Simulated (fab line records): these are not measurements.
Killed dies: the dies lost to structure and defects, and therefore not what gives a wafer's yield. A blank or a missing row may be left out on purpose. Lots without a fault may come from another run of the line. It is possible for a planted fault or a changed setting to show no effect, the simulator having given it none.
What tool caused it?	flow ritCmos	13 lots, 39 wafers sampled, at 3 steps of a route of 202

## WHAT EACH GAUGE READ, for each wafer
RIT_ACTIVE_CD_MEAS_11 targets a cd of 1400 nm. Usual: cdNm 1400.7 nm, standard deviation 2.5.
lot	measured	on	cdNm (nm)	flag
L613	day 1 14:37	cdSem-02	1403.6 1404.6 1401.3	
L614	day 1 19:28	cdSem-01	1397.1 1397.4 1397.1	
L616	day 2 05:26	cdSem-01	1401.6 1401.2 1402.2	
L617	day 2 10:34	cdSem-01	1401.9 1400.5 1401.6	
L618	day 2 17:53	cdSem-01	1400.9 1398.4 1399.9	
L622	day 3 11:34	cdSem-01	1402.5 1401.7 1405.8	
L626	day 4 07:28	cdSem-01	1391.6 1346.1 1371.5	OFF
L627	day 4 12:35	cdSem-02	1403.9 1401.4 1403.2	
L628	day 4 18:05	cdSem-02	1397.4 1402.2 1400.1	
L629	day 5 00:58	cdSem-01	1396.9 1398.4 1396.5	
L630	day 5 03:28	cdSem-01	1403.8 1404.3 1406.0	
L631	day 5 08:28	cdSem-02	1401.6 1401.3 1401.5	
L635	day 6 04:52	cdSem-02	1397.5 1395.8 1398.1	

RIT_NWELL_OVL_MEAS_06. Usual: NWELL_OVL -0.5 nm, standard deviation 1.4.
lot	measured	on	NWELL_OVL (nm)	flag
L613	day 1 20:41	overlay-01	0.2 -0.6 1.0	
L614	day 2 02:30	overlay-02	0.6 -1.0 0.8	
L616	day 2 11:26	overlay-01	2.4 2.8 1.3	
L617	day 2 18:10	overlay-01	0.3 -0.9 -0.6	
L618	day 2 23:45	overlay-02	-1.2 1.3 -0.7	
L622	day 3 18:31	overlay-01	-1.0 -0.7 0.1	
L626	day 4 13:13	overlay-02	-2.6 -0.8 -3.1	
L627	day 4 21:48	overlay-02	0.2 -0.7 0.8	
L628	day 5 02:03	overlay-02	-2.1 -2.1 -1.9	
L629	day 5 06:47	overlay-01	-2.2 -0.7 -3.8	
L630	day 5 13:08	overlay-01	1.2 1.1 1.4	
L631	day 5 16:13	overlay-01	-1.6 -0.4 -1.4	
L635	day 6 12:42	overlay-02	-0.6 -1.3 0.2	

## WHICH TOOL RAN EACH LOT (tool, then ch and the chambers of the sampled wafers, then the start)
lot	RIT_ACTIVE_EXPOSE_08
L613	ilineStepper-01 ch 0, day 1 14:13
L614	ilineStepper-01 ch 0, day 1 19:04
L616	ilineStepper-01 ch 0, day 2 05:02
L617	ilineStepper-02 ch 0, day 2 10:10
L618	ilineStepper-01 ch 0, day 2 17:29
L622	ilineStepper-02 ch 0, day 3 11:10
L626	ilineStepper-02 ch 0, day 4 07:04
L627	ilineStepper-01 ch 0, day 4 12:11
L628	ilineStepper-01 ch 0, day 4 17:41
L629	ilineStepper-01 ch 0, day 5 00:34
L630	ilineStepper-01 ch 0, day 5 03:04
L631	ilineStepper-01 ch 0, day 5 08:04
L635	ilineStepper-01 ch 0, day 6 04:28
- RIT_ACTIVE_EXPOSE_08: exposes mask M1, target cd 1400 nm.

## WHAT THE TOOLS THEMSELVES READ (means of the sampled wafers that have a number; where no wafer has one, the mark that the record gives instead)
RIT_ACTIVE_EXPOSE_08. Usual: exposureDoseMJCm2 225.9, standard deviation 0.81.
lot	tool	exposureDoseMJCm2	flag
L613	ilineStepper-01	226.6	
L614	ilineStepper-01	226.7	
L616	ilineStepper-01	226.5	
L617	ilineStepper-02	225.3	
L618	ilineStepper-01	226.9	
L622	ilineStepper-02	225.3	
L626	ilineStepper-02	216.8	OFF
L627	ilineStepper-01	226.5	
L628	ilineStepper-01	226.8	
L629	ilineStepper-01	226.9	
L630	ilineStepper-01	226.8	
L631	ilineStepper-01	226.3	
L635	ilineStepper-01	226.5	

## THE ANSWER, worked out from the rows above alone
Rule: lot off if the mean of its wafers having a number is beyond 3 standard deviations from the usual mean. Also off: a lot with no number at a reading for which 4 or more lots have one. The other lots that the step has rows for count as sound. First the gauges in route order, then the tools' own readings, where a lot's mean is used as printed above. At the first step where some lot is off, the reading lying furthest off is the one used; lots without a number count as furthest.
Off, at RIT_ACTIVE_CD_MEAS_11 on cdNm: L626.
If a tool, at a process step before that reading, ran all the lots that are off and no sound lot after the first of them, it fits. The gauges at RIT_ACTIVE_CD_MEAS_11 aren't tried: what is off there is off at RIT_ACTIVE_EXPOSE_08 too, on other tools, and a gauge's error can't cause that. One candidate fits, namely ilineStepper-02 at RIT_ACTIVE_EXPOSE_08. A fault onset in the window from L622 (day 3 11:10, its last sound lot) to L626 (day 4 07:04, its first lot off) fits.
On the lots that are off, the tool's own readings at RIT_ACTIVE_EXPOSE_08 differ by more than 5 times the standard deviation of the sound lots' means, which bears it out; exposureDoseMJCm2 reads 216.8 there versus 226.4 on the sound lots.

## WHAT THE SIMULATOR HAD PUT IN
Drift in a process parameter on ilineStepper-02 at RIT_ACTIVE_EXPOSE_08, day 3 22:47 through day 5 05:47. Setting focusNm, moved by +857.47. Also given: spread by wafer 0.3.
Lots struck among those shown: L626. This agrees with what the rule above found.
